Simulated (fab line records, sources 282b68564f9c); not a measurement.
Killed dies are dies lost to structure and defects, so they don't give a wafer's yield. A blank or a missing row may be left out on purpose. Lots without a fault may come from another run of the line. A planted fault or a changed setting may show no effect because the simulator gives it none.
Split-lot experiment | flow rit_cmos | 4 lots, 21 wafers read, on a route of 202 steps

THE SPLIT
At RIT_PLDD_SOFTBAKE_02 (time 60 s), the setting temp_c was moved away from the recipe's 90 C on 6 of the 21 wafers read, by -3.7% to +3.2%. The other wafers ran this setting at the recipe's value.

FROM THE SPLIT TO THE READING: what the file shows between them, 2 steps
- RIT_PLDD_EXPOSE_03: exposes mask M8, target cd 40900 nm
- RIT_PLDD_PEB_04

THE READING
NOVOLAK_of_PLDD_COAT_01.thk_nm (the simulator's own value, which no gauge read), in nm, at RIT_PLDD_DEVELOP_05 (develop time 50 s). The file gives no usual value for it. The 15 wafers here that ran the recipe average 1002.1 nm, standard deviation 2.2 nm.

wafer  | tool, chamber at the split | temp_c as run, C | against the recipe | NOVOLAK_of_PLDD_COAT_01.thk_nm, nm | against lot-mates on the recipe
L078.2 | litho_track-04, 0          | 90               | recipe             | 1001                               | -
L078.5 | litho_track-04, 0          | 90               | recipe             | 1001                               | -
L078.6 | litho_track-04, 0          | 90               | recipe             | 1001                               | -
L080.1 | litho_track-04, 0          | 90               | recipe             | 1003                               | -
L080.3 | litho_track-04, 0          | 90               | recipe             | 1003                               | -
L080.2 | litho_track-04, 0          | 90               | recipe             | 1006                               | -
L080.4 | litho_track-04, 0          | 90               | recipe             | 1002                               | -
L080.6 | litho_track-04, 0          | 90               | recipe             | 1002                               | -
L080.5 | litho_track-04, 0          | 90               | recipe             | 1008                               | -
L081.1 | litho_track-02, 0          | 86.68            | -3.7%              | 1011                               | +9.3
L081.2 | litho_track-02, 0          | 90               | recipe             | 1002                               | -
L081.4 | litho_track-02, 0          | 90               | recipe             | 1002                               | -
L081.3 | litho_track-02, 0          | 86.68            | -3.7%              | 1009                               | +7.3
L081.5 | litho_track-02, 0          | 90               | recipe             | 1001                               | -
L081.6 | litho_track-02, 0          | 86.68            | -3.7%              | 1008                               | +6.3
L085.1 | litho_track-04, 0          | 92.85            | +3.2%              | 994.2                              | -5.7
L085.2 | litho_track-04, 0          | 90               | recipe             | 1000                               | -
L085.3 | litho_track-04, 0          | 90               | recipe             | 998.8                              | -
L085.4 | litho_track-04, 0          | 92.85            | +3.2%              | 991.4                              | -8.5
L085.5 | litho_track-04, 0          | 90               | recipe             | 1001                               | -
L085.6 | litho_track-04, 0          | 92.85            | +3.2%              | 993.2                              | -6.7

THE FIT
A straight line over all 21 wafers: NOVOLAK_of_PLDD_COAT_01.thk_nm changes by -2.37 nm for each +1% of temp_c; r = -0.90; the points scatter about the line by 2.2 nm.
The same after taking each lot's own level away (the mean of its wafers on the recipe; 21 wafers): -2.14 nm for each +1%; r = -0.94; scatter 1.5 nm.
On that fit, the largest move of temp_c shifts the reading by 7.9 nm.
The lots' own levels span 999.93 to 1004.00 nm, that is 1.8 times the standard deviation above.
So the lot-to-lot level changes the slope: the two fits differ.
Check: with one of the wafers moved furthest among these (-3.7%) left out of the fit, the line predicts +7.36 nm for it against its lot-mates. It came out at +9.33 nm against them.

OTHER SPLITS ON THESE WAFERS
These wafers also went through other splits before the reading. Each is held against what the fit with the lots' levels taken away leaves over:
other split on the same wafers    | wafers away from the commonest value | r with NOVOLAK_of_PLDD_COAT_01.thk_nm (lot level and that fit taken away)
RIT_ACTIVE_EXPOSE_08 dose_mj      | 6                                    | -0.17
RIT_ACTIVE_ETCH_13 pressure_mtorr | 6                                    | -0.03
RIT_ACTIVE_ETCH_13 over_etch_frac | 3                                    | -0.02
RIT_NWELL_IMPLANT_08 dose_cm2     | 9                                    | -0.18
RIT_PRETRO_IMPLANT_08 energy_kev  | 6                                    | -0.26
RIT_GATE_CVD_08 temp_c            | 6                                    | -0.03
RIT_GATE_EXPOSE_13 dose_mj        | 6                                    | +0.08
RIT_GATE_ETCH_19 rf_w             | 6                                    | -0.43

THE FILE'S OWN FIT
NOVOLAK_of_PLDD_COAT_01.thk_nm changes by -2.11 nm for each +1% of temp_c, r = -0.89.
